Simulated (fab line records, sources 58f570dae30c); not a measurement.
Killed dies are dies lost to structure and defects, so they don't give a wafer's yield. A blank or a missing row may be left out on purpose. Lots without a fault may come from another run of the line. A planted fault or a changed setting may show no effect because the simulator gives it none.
Problem report in the 8D (eight disciplines) form, filled by code | flow berkeley_cmos170 | the parts of the form that need people (team, actions taken, sign-off) are left out

1. THE PROBLEM
run_length_s at UCB170_CONTACT_SOFTBAKE_05 reads a mean of 94.60 s on 11 wafers of 4 lots; wafers without a fault read 89.24 s with a standard deviation of 0.12. That is +45 standard deviations from the usual mean.
The step: time 60 s.
First seen on wafer L878.3, day 11 21:51, on litho_track-03. The record holds 47 wafers of 16 lots with a number at this step. Rule for "out", or "out of limits": more than 4 standard deviations from the usual mean. The other wafers with a number count as sound.

2. WHAT IT IS AND WHAT IT IS NOT
question                    | is                     | is not
which readings at this step | run_length_s           | -
which lots                  | L878, L880, L882, L884 | L864, L866, L867, L868, L869, L870, L872, L873, L874, L875, L877, L879
which wafers of those lots  | all that have a number | -
read on which tools         | litho_track-03         | litho_track-01, litho_track-04
when                        | from day 11 21:51      | up to then (33 sound wafers); but 3 sound wafers of L879 came after

3. SUSPECTS, AND WHAT RULES EACH OUT
Counting: a tool at a process step up to the reading stays a suspect if it ran every lot that is out and no sound lot after the first of them.
- litho_track-03 at UCB170_CONTACT_SOFTBAKE_05 (time 60 s): kept. It ran every lot that is out, first L878 (day 11 21:51), and no sound lot after that; its last sound lot up to then is L875 (day 10 13:20). Its own readings are out on those wafers: run_length_s.
Left after counting: litho_track-03 at UCB170_CONTACT_SOFTBAKE_05.

4. THE CAUSE (what the simulator had put in)
Process parameter drift: litho_track-03, from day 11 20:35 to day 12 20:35, at UCB170_CONTACT_SOFTBAKE_05. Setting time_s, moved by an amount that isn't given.
Counting left only this tool.

5. THE CHAIN OF EFFECTS, in route order
Each row: a reading whose mean over the struck wafers that have a number lies more than 3 standard deviations from the usual. Only readings for which the record gives a usual standard deviation are gone through. hours: the time from each lot's start at the first step in this table that gives one to its start at this step, as a median over the lots. sigmas: the change in usual standard deviations.
hours | step                       | reading      | usual   | on struck wafers | change | sigmas
0     | UCB170_CONTACT_SOFTBAKE_05 | run_length_s | 89.24 s | 94.60            | +5.36  | +45
The process steps in it:
- UCB170_CONTACT_SOFTBAKE_05: time 60 s.

6. WHAT WOULD HAVE CAUGHT IT SOONER
In this record the first reading out of limits was taken at day 11 21:51, 1 hour after the fault began at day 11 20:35.
